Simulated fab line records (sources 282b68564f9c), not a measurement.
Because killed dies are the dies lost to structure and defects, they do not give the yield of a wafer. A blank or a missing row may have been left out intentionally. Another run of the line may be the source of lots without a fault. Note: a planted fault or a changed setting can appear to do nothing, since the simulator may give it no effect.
Split-lot study -- flow rit cmos -- 23 wafers read across 5 lots, on a route 202 steps long

THE SPLIT
At RIT_SPACER_CLEAN_00 (cleans in SC1, time 600 s), the setting time s was moved away from the recipe's 600 s on 15 of the 23 wafers read, by -9.4% to +14.9%. All remaining wafers had this setting at the recipe value.

The reading is taken at the split's own step.

THE READING
SiO2_of_FOX2_OXIDATION_00.thk nm (the simulator's own value, which no gauge read), in nm, at RIT_SPACER_CLEAN_00 (cleans in SC1, time 600 s). No usual value for it is given in the file. Average 232.7 nm, standard deviation 7.1 nm, over the 8 wafers here run with the recipe.

wafer,"tool, chamber at the split","time s as run, s",against the recipe,"SiO2_of_FOX2_OXIDATION_00.thk nm, nm",against lot-mates on the recipe
L074.1,"-, -",543.8,-9.4%,243.3,no lot-mate on the recipe
L074.2,"-, -",543.8,-9.4%,242.6,no lot-mate on the recipe
L074.3,"-, -",543.8,-9.4%,238.1,no lot-mate on the recipe
L074.4,"-, -",543.8,-9.4%,241.9,no lot-mate on the recipe
L074.6,"-, -",543.8,-9.4%,242.7,no lot-mate on the recipe
L075.1,"-, -",600,recipe,231.9,-
L075.2,"-, -",600,recipe,224.4,-
L075.3,"-, -",600,recipe,225.4,-
L075.4,"-, -",600,recipe,226.3,-
L075.5,"-, -",600,recipe,229.7,-
L078.1,"-, -",689.6,+14.9%,201,no lot-mate on the recipe
L078.2,"-, -",689.6,+14.9%,200.2,no lot-mate on the recipe
L078.4,"-, -",689.6,+14.9%,203.9,no lot-mate on the recipe
L078.5,"-, -",689.6,+14.9%,199.3,no lot-mate on the recipe
L078.6,"-, -",689.6,+14.9%,198.3,no lot-mate on the recipe
L079.3,"wet bench-04, 2",600,recipe,242.5,-
L079.4,"wet bench-04, 2",600,recipe,242.3,-
L079.5,"wet bench-04, 2",600,recipe,239.1,-
L084.1,"-, -",679.4,+13.2%,207.5,no lot-mate on the recipe
L084.2,"-, -",679.4,+13.2%,208.1,no lot-mate on the recipe
L084.4,"-, -",679.4,+13.2%,204.5,no lot-mate on the recipe
L084.5,"-, -",679.4,+13.2%,212.6,no lot-mate on the recipe
L084.6,"-, -",679.4,+13.2%,204.2,no lot-mate on the recipe

FIT RESULTS
A straight line over all 23 wafers: SiO2_of_FOX2_OXIDATION_00.thk nm changes by -1.72 nm for each +1% of time s; r = -0.95; the points scatter about the line by 5.8 nm.
Too few moved wafers with a lot-mate on the recipe to fit a line net of each lot's own level.

THE FILE'S OWN FIT
SiO2_of_FOX2_OXIDATION_00.thk nm changes by -1.71 nm for each +1% of time s, r = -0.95.
